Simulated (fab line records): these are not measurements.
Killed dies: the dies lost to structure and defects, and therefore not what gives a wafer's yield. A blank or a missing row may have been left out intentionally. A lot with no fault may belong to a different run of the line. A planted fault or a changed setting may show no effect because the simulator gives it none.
Lot-split experiment | flow rit_cmos | on a route of 202 steps: 5 lots, 23 wafers read

## THE SPLIT
At RIT_ACTIVE_CVD_03 (deposits Si3N4 from SiH2Cl2/NH3, target thk 150 nm, time 1500 s), the setting pressure_mtorr was moved away from the recipe's 300 mTorr on 20 of the 23 wafers read, by -13.5% to +14.5%. All remaining wafers had this setting at the recipe value.

Between the split and the reading, the file records no step.

## THE READING
Values of ACTIVE_NITRIDE_THK in nm from RIT_ACTIVE_THK_MEAS_04. A value of 149.3 nm with a standard deviation of 1.3 nm is what fault-free wafers of this fab line usually give.

wafer  | tool, chamber at the split | pressure_mtorr as run, mTorr | against the recipe | ACTIVE_NITRIDE_THK, nm | against lot-mates on the recipe
L074.1 | -, -                       | 311.9                        | +4.0%              | 149.4                  | no lot-mate on the recipe
L074.2 | -, -                       | 311.9                        | +4.0%              | 150.0                  | no lot-mate on the recipe
L074.3 | -, -                       | 311.9                        | +4.0%              | 149.0                  | no lot-mate on the recipe
L074.4 | -, -                       | 311.9                        | +4.0%              | 150.4                  | no lot-mate on the recipe
L074.5 | -, -                       | 311.9                        | +4.0%              | 150.1                  | no lot-mate on the recipe
L081.1 | -, -                       | 314.7                        | +4.9%              | 149.8                  | no lot-mate on the recipe
L081.2 | -, -                       | 314.7                        | +4.9%              | 150.1                  | no lot-mate on the recipe
L081.3 | -, -                       | 314.7                        | +4.9%              | 151.3                  | no lot-mate on the recipe
L081.4 | -, -                       | 314.7                        | +4.9%              | 150.5                  | no lot-mate on the recipe
L081.5 | -, -                       | 314.7                        | +4.9%              | 150.6                  | no lot-mate on the recipe
L083.1 | -, -                       | 343.6                        | +14.5%             | 155.5                  | no lot-mate on the recipe
L083.2 | -, -                       | 343.6                        | +14.5%             | 155.1                  | no lot-mate on the recipe
L083.3 | -, -                       | 343.6                        | +14.5%             | 156.1                  | no lot-mate on the recipe
L083.5 | -, -                       | 343.6                        | +14.5%             | 156.3                  | no lot-mate on the recipe
L083.6 | -, -                       | 343.6                        | +14.5%             | 155.6                  | no lot-mate on the recipe
L084.3 | lpcvd-02, 1                | 300                          | recipe             | 148.6                  | -
L084.5 | lpcvd-02, 1                | 300                          | recipe             | 147.4                  | -
L084.6 | lpcvd-02, 1                | 300                          | recipe             | 148.3                  | -
L085.1 | -, -                       | 259.6                        | -13.5%             | 144.7                  | no lot-mate on the recipe
L085.2 | -, -                       | 259.6                        | -13.5%             | 144.6                  | no lot-mate on the recipe
L085.3 | -, -                       | 259.6                        | -13.5%             | 145.1                  | no lot-mate on the recipe
L085.4 | -, -                       | 259.6                        | -13.5%             | 145.7                  | no lot-mate on the recipe
L085.6 | -, -                       | 259.6                        | -13.5%             | 145.0                  | no lot-mate on the recipe

FIT RESULTS
A straight line over all 23 wafers: ACTIVE_NITRIDE_THK changes by +0.37 nm for each +1% of pressure_mtorr; r = +0.96; the points scatter about the line by 1.1 nm.
Too few moved wafers with a lot-mate on the recipe to fit a line net of each lot's own level.

## THE WHOLE CHAIN: every reading that the file lists as answering this split, in the file's order
step                   | what it does                                                        | reading                                                                        | change (the file's fit)               | r (the file's)
RIT_ACTIVE_CVD_03      | deposits Si3N4 from SiH2Cl2/NH3, target thk 150 nm, time 1500 s     | Si3N4_of_ACTIVE_CVD_03.thk_nm (the simulator's own value, which no gauge read) | +0.368 nm for each +1% of the setting | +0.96
RIT_ACTIVE_THK_MEAS_04 |                                                                     | ACTIVE_NITRIDE_THK                                                             | +0.369 for each +1% of the setting    | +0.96
RIT_ACTIVE_ETCH_13     | etches Si3N4 in SF6, stops on SiO2, time 210 s, target depth 210 nm | etch.depth_nm (the simulator's own value, which no gauge read)                 | +0.352 nm for each +1% of the setting | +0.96
RIT_FOX2_OXIDATION_00  | target thk 350.7 nm, ox time 1130 s                                 | Si3N4_of_ACTIVE_CVD_03.thk_nm (the simulator's own value, which no gauge read) | +0.354 nm for each +1% of the setting | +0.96

## FILE'S OWN FIT
ACTIVE_NITRIDE_THK changes by +0.369 nm for each +1% of pressure_mtorr, r = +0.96.
